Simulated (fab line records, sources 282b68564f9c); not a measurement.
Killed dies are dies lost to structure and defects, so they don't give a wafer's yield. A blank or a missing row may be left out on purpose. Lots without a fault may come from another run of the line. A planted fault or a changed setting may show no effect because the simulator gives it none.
Problem report in the 8D (eight disciplines) form, filled by code | flow rit_cmos | the parts of the form that need people (team, actions taken, sign-off) are left out

1. THE PROBLEM
PRETRO_TW at RIT_PRETRO_TW_MEAS_10 reads a mean of 491.0 on 9 wafers of 3 lots; wafers without a fault read 470.8 with a standard deviation of 2.7. That is +7.5 standard deviations from the usual mean.
First seen on wafer L388.1, day 5 07:23, on film_metro-03. The record holds 45 wafers of 15 lots with a number at this step. Rule for "out", or "out of limits": more than 4 standard deviations from the usual mean. The other wafers with a number count as sound.

2. WHAT IT IS AND WHAT IT IS NOT
question                    | is                                          | is not
which readings at this step | PRETRO_TW                                   | -
which lots                  | L388, L389, L391                            | L375, L376, L377, L378, L379, L380, L381, L383, L384, L385, L387, L397
which wafers of those lots  | all that have a number                      | -
read on which gauges        | film_metro-01, film_metro-02, film_metro-03 | -
when                        | from day 5 07:23                            | up to then (33 sound wafers); but 3 sound wafers of L397 came after

3. SUSPECTS, AND WHAT RULES EACH OUT
Counting: a tool at a process step up to the reading stays a suspect if it ran every lot that is out and no sound lot after the first of them.
- the gauge at RIT_PRETRO_TW_MEAS_10: ruled out. The wafers that are out were read on 3 gauges (film_metro-01, film_metro-02, film_metro-03).
- implanter-02 at RIT_PRETRO_IMPLANT_08: kept. It ran every lot that is out, first L388 (day 5 07:04), and no sound lot after that; its last sound lot up to then is L385 (day 4 14:19). Its own readings are out on those wafers: beam_energy_keV.
Left after counting: implanter-02 at RIT_PRETRO_IMPLANT_08.

4. THE CAUSE (what the simulator had put in)
Process parameter drift: implanter-02, from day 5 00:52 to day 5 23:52, at RIT_PRETRO_IMPLANT_08. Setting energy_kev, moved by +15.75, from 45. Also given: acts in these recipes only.
Counting left only this tool.

5. THE CHAIN OF EFFECTS, in route order
Each row: a reading whose mean over the struck wafers that have a number lies more than 3 standard deviations from the usual. Only readings for which the record gives a usual standard deviation are gone through. hours: the time from each lot's start at the first step in this table that gives one to its start at this step, as a median over the lots. sigmas: the change in usual standard deviations.
hours | step                  | reading         | usual  | on struck wafers | change  | sigmas
0     | RIT_PRETRO_IMPLANT_08 | beam_energy_keV | 45.000 | 60.751           | +15.751 | +99 or more
0     | RIT_PRETRO_TW_MEAS_10 | PRETRO_TW       | 470.8  | 491.0            | +20.2   | +7.5
The process steps in it:
- RIT_PRETRO_IMPLANT_08

6. WHAT WOULD HAVE CAUGHT IT SOONER
In this record the first reading out of limits at a measuring or inspecting step was taken at day 5 07:23, 7 hours after the fault began at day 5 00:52.
The tool's own readings at RIT_PRETRO_IMPLANT_08 were out on every struck wafer that the step has a row for (beam_energy_keV): an alarm limit on them would have fired on the first of those.
Of the lots that are out (3), L389, L391 began RIT_PRETRO_IMPLANT_08 on implanter-02 after day 5 07:23. A hold on the tool at that time would have spared those 2.
